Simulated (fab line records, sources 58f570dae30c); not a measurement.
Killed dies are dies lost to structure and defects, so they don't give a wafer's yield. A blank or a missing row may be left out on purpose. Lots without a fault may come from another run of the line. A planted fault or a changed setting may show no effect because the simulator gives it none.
Chamber matching | flow berkeley_cmos170 | UCB170_SPACER_CVD_00 on pecvd-03: 3 sister chambers
The step deposits SiO2 from TEOS/O2, target thk 376 nm, time 47 s. 14 wafers are shown with their chamber, then 7 later ones without.

WAFERS WITH THEIR CHAMBER
wafer  | chamber | rf_fwd_power_W (W) | heater_power_w (W)
L827.2 | 0       | 543.4              | 257
L827.4 | 0       | 542.6              | 266
L827.6 | 1       | 541.0              | 262
L828.1 | 1       | 539.4              | 269
L828.4 | 0       | 542.2              | 268
L828.5 | 2       | 546.9              | 293
L833.1 | 2       | 547.5              | 234
L833.4 | 1       | 540.8              | 287
L833.5 | 2       | 545.7              | 250
L838.3 | 0       | 540.7              | 243
L838.5 | 2       | 544.6              | 248
L838.6 | 0       | 540.6              | 258
L839.2 | 0       | 543.8              | 262
L839.3 | 2       | 548.2              | 304

SIGNATURES (means of the wafers above)
reading        | chamber 0 | chamber 1 | chamber 2 | scatter within a chamber
rf_fwd_power_W | 542.217   | 540.400   | 546.580   | 1.31
heater_power_w | 259.00    | 272.67    | 265.80    | 20.2
Rule: a wafer's distance from a chamber is the root of the sum, over the readings, of the square of ((its reading less the chamber's mean) divided by the reading's scatter). The wafer belongs to the nearest chamber; if the next one is less than 2 further off, it can't be placed. The scatter: the root of (the sum of the squares of (reading less its chamber's mean) over the shown wafers, divided by (wafers less chambers)).

WAFERS WITHOUT THEIR CHAMBER
wafer  | rf_fwd_power_W (W) | heater_power_w (W)
L839.5 | 548.2              | 310
L845.1 | 543.1              | 337
L845.4 | 541.8              | 285
L845.6 | 544.5              | 241
L847.2 | 545.7              | 301
L847.4 | 545.6              | 318
L847.5 | 545.7              | 313

WHICH CHAMBER EACH WENT THROUGH
wafer  | from the rows above          | in truth
L839.5 | 2                            | 2
L845.1 | can't be placed: 1 or 0 or 2 | 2
L845.4 | can't be placed: 1 or 0      | 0
L845.6 | can't be placed: 0 or 2 or 1 | 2
L847.2 | can't be placed: 2 or 0      | 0
L847.4 | can't be placed: 2 or 0 or 1 | 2
L847.5 | can't be placed: 2 or 0      | 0
Placed correctly: 1 of 7. Can't be placed from these rows: 6 (the true chamber is among the candidates in 6). Placed wrongly: 0.
